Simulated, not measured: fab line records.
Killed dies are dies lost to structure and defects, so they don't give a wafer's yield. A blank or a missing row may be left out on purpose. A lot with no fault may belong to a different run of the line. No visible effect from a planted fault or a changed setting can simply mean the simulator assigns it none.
Which of the tools did it? :: flow ritCmos :: 14 lots with 42 wafers sampled at 2 steps, on a route of 202 steps

WHAT THE GAUGES SHOWED, per wafer
RIT_NSD_OVL_MEAS_06.
lot: L145
measured: day 3 00:29
on: overlay-02
NSD_OVL (nm): 1.3 -0.4 0.6

lot: L146
measured: day 3 03:59
on: overlay-01
NSD_OVL (nm): 0.3 -1.2 0.3

lot: L147
measured: day 3 16:58
on: overlay-01
NSD_OVL (nm): -1.7 -0.7 0.9

lot: L148
measured: day 3 23:13
on: overlay-01
NSD_OVL (nm): -0.9 0.9 0.7

lot: L149
measured: day 4 06:01
on: overlay-01
NSD_OVL (nm): -1.8 -0.8 -1.4

lot: L151
measured: day 4 11:08
on: overlay-02
NSD_OVL (nm): - - -

lot: L155
measured: day 5 12:28
on: overlay-02
NSD_OVL (nm): - - -

lot: L159
measured: day 6 07:40
on: overlay-01
NSD_OVL (nm): - - -

lot: L160
measured: day 6 10:31
on: overlay-01
NSD_OVL (nm): 2.6 0.6 -0.4

lot: L161
measured: day 6 18:11
on: overlay-02
NSD_OVL (nm): -0.6 -0.5 0.0

lot: L162
measured: day 6 18:47
on: overlay-02
NSD_OVL (nm): 0.0 0.7 0.7

lot: L165
measured: day 7 08:50
on: overlay-02
NSD_OVL (nm): 2.7 1.8 2.8

lot: L166
measured: day 7 14:12
on: overlay-02
NSD_OVL (nm): 0.5 -1.1 -1.0

lot: L168
measured: day 7 19:34
on: overlay-02
NSD_OVL (nm): 1.6 1.4 2.7

EACH LOT AND THE TOOL THAT RAN IT (in order: tool; ch and the chambers of the sampled wafers; start)
lot: L145
RIT_NSD_EXPOSE_03: ilineStepper-01 ch 0, day 3 00:05

lot: L146
RIT_NSD_EXPOSE_03: ilineStepper-02 ch 0, day 3 03:35

lot: L147
RIT_NSD_EXPOSE_03: ilineStepper-02 ch 0, day 3 16:35

lot: L148
RIT_NSD_EXPOSE_03: ilineStepper-01 ch 0, day 3 22:47

lot: L149
RIT_NSD_EXPOSE_03: ilineStepper-02 ch 0, day 4 05:37

lot: L151
RIT_NSD_EXPOSE_03: ilineStepper-02 ch 0, day 4 10:44

lot: L155
RIT_NSD_EXPOSE_03: ilineStepper-02 ch 0, day 5 12:06

lot: L159
RIT_NSD_EXPOSE_03: ilineStepper-02 ch 0, day 6 07:17

lot: L160
RIT_NSD_EXPOSE_03: ilineStepper-01 ch 0, day 6 10:07

lot: L161
RIT_NSD_EXPOSE_03: ilineStepper-01 ch 0, day 6 17:39

lot: L162
RIT_NSD_EXPOSE_03: ilineStepper-01 ch 0, day 6 18:23

lot: L165
RIT_NSD_EXPOSE_03: ilineStepper-01 ch 0, day 7 08:29

lot: L166
RIT_NSD_EXPOSE_03: ilineStepper-01 ch 0, day 7 13:49

lot: L168
RIT_NSD_EXPOSE_03: ilineStepper-01 ch 0, day 7 19:10
- RIT_NSD_EXPOSE_03: exposes mask M9, target cd 40700 nm.

AS READ BY THE TOOLS THEMSELVES (means over the sampled wafers that have a number; for cases with no such wafer, the mark the record gives instead)
The record holds no such reading with a usual standard deviation.

THE ANSWER, worked out from the rows above alone
Rule: usual is defined by the lots themselves. Put in order of their means at a reading, lots are off if they are a third of the lots or fewer, leave a main group of 4 or more, and stand apart from it by a gap of 3 or more times the standard deviation of the main group's means; of several such gaps the widest counts. A main group whose means are all the same, to the digits that the tables above print for the reading, isn't used. Also off: a lot with no number at a reading for which 4 or more lots have one. Any other lot the step has rows for is counted as sound. The gauges are gone through in route order, then the tools' own readings, and for those a lot's mean is taken as printed above. The first step at which some lot is off is used, and at that step the reading that is off furthest; a lot without a number counts as furthest.
Off: L151, L155, L159, at RIT_NSD_OVL_MEAS_06 (NSD_OVL). Without a number there: L151, L155, L159. The main group has a mean of 0.3 nm with a standard deviation of 1.1.
If a tool, at a process step before that reading, ran all the lots that are off and no sound lot after the first of them, it fits. The gauges at RIT_NSD_OVL_MEAS_06 are tried like those tools. One fits: RIT_NSD_EXPOSE_03 on ilineStepper-02. A fault onset in the window from L149 (day 4 05:37, its last sound lot) to L151 (day 4 10:44, its first lot off) fits.

WHAT THE SIMULATOR PUT IN
Scanner matching overlay: ilineStepper-02, from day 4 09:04 on, at RIT_NSD_EXPOSE_03. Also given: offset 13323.
Shown lots that were struck: L151, L155, L159. The rule above reached the same finding.
